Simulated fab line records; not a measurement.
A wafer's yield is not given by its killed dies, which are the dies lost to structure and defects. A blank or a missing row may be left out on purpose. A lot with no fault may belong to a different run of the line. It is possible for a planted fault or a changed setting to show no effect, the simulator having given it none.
What tool caused it? :: flow rit_cmos :: 21 wafers from 7 lots sampled at 2 of the route's 202 steps

WHAT THE GAUGES READ, wafer by wafer
RIT_NRETRO_TW_MEAS_10.
lot: L362
measured: day 2 12:49
on: film_metro-02
NRETRO_TW: 1053 1045 1050

lot: L364
measured: day 2 22:02
on: film_metro-02
NRETRO_TW: 1051 1051 1049

lot: L371
measured: day 4 11:20
on: film_metro-04
NRETRO_TW: 30 30 30 30 30 30

lot: L373
measured: day 4 20:10
on: film_metro-02
NRETRO_TW: 30 30 30 30 30 30

lot: L379
measured: day 6 01:35
on: film_metro-04
NRETRO_TW: 1042 1038 1040

lot: L381
measured: day 6 12:22
on: film_metro-04
NRETRO_TW: 1044 1036 1048

lot: L383
measured: day 6 22:22
on: film_metro-03
NRETRO_TW: 1028 1028 1034

TOOL THAT RAN EACH LOT (tool first, then ch and the chambers of the sampled wafers, then the start)
lot: L362
RIT_PWELL_STRIP_09: plasma_asher-02 ch 0, day 2 05:26

lot: L364
RIT_PWELL_STRIP_09: plasma_asher-03 ch 0,1, day 2 14:35

lot: L371
RIT_PWELL_STRIP_09: plasma_asher-04 ch 0,1, day 4 03:24

lot: L373
RIT_PWELL_STRIP_09: plasma_asher-04 ch 0,1, day 4 11:58

lot: L379
RIT_PWELL_STRIP_09: plasma_asher-03 ch 0,1, day 5 18:16

lot: L381
RIT_PWELL_STRIP_09: plasma_asher-04 ch 0,1, day 6 05:19

lot: L383
RIT_PWELL_STRIP_09: plasma_asher-03 ch 0,1, day 6 14:31
- RIT_PWELL_STRIP_09: strips in O2, time 180 s.

THE ANSWER, worked out from the rows above alone
Rule: usual is defined by the lots themselves. The widest of any qualifying gaps counts: lots, ordered by their means at a reading, are off when they make up no more than a third of the lots, leave a main group of 4 or more, and stand apart from it by 3 or more times the standard deviation of that group's means. The tables above print the reading to a certain number of digits; a main group whose means all agree to those digits is not used. A lot without any number at a reading at which 4 lots or more have one is off too. Any other lot the step has rows for is counted as sound.
Off: L371, L373, seen at RIT_NRETRO_TW_MEAS_10 (NRETRO_TW). Mean 1042 and standard deviation 7.4 in the main group.
If a tool, at a process step before that reading, ran all the lots that are off and no sound lot after the first of them, it fits. The gauges at RIT_NRETRO_TW_MEAS_10 are tried like those tools. Of those tried, none fits.

WHAT THE SIMULATOR HAD PUT IN
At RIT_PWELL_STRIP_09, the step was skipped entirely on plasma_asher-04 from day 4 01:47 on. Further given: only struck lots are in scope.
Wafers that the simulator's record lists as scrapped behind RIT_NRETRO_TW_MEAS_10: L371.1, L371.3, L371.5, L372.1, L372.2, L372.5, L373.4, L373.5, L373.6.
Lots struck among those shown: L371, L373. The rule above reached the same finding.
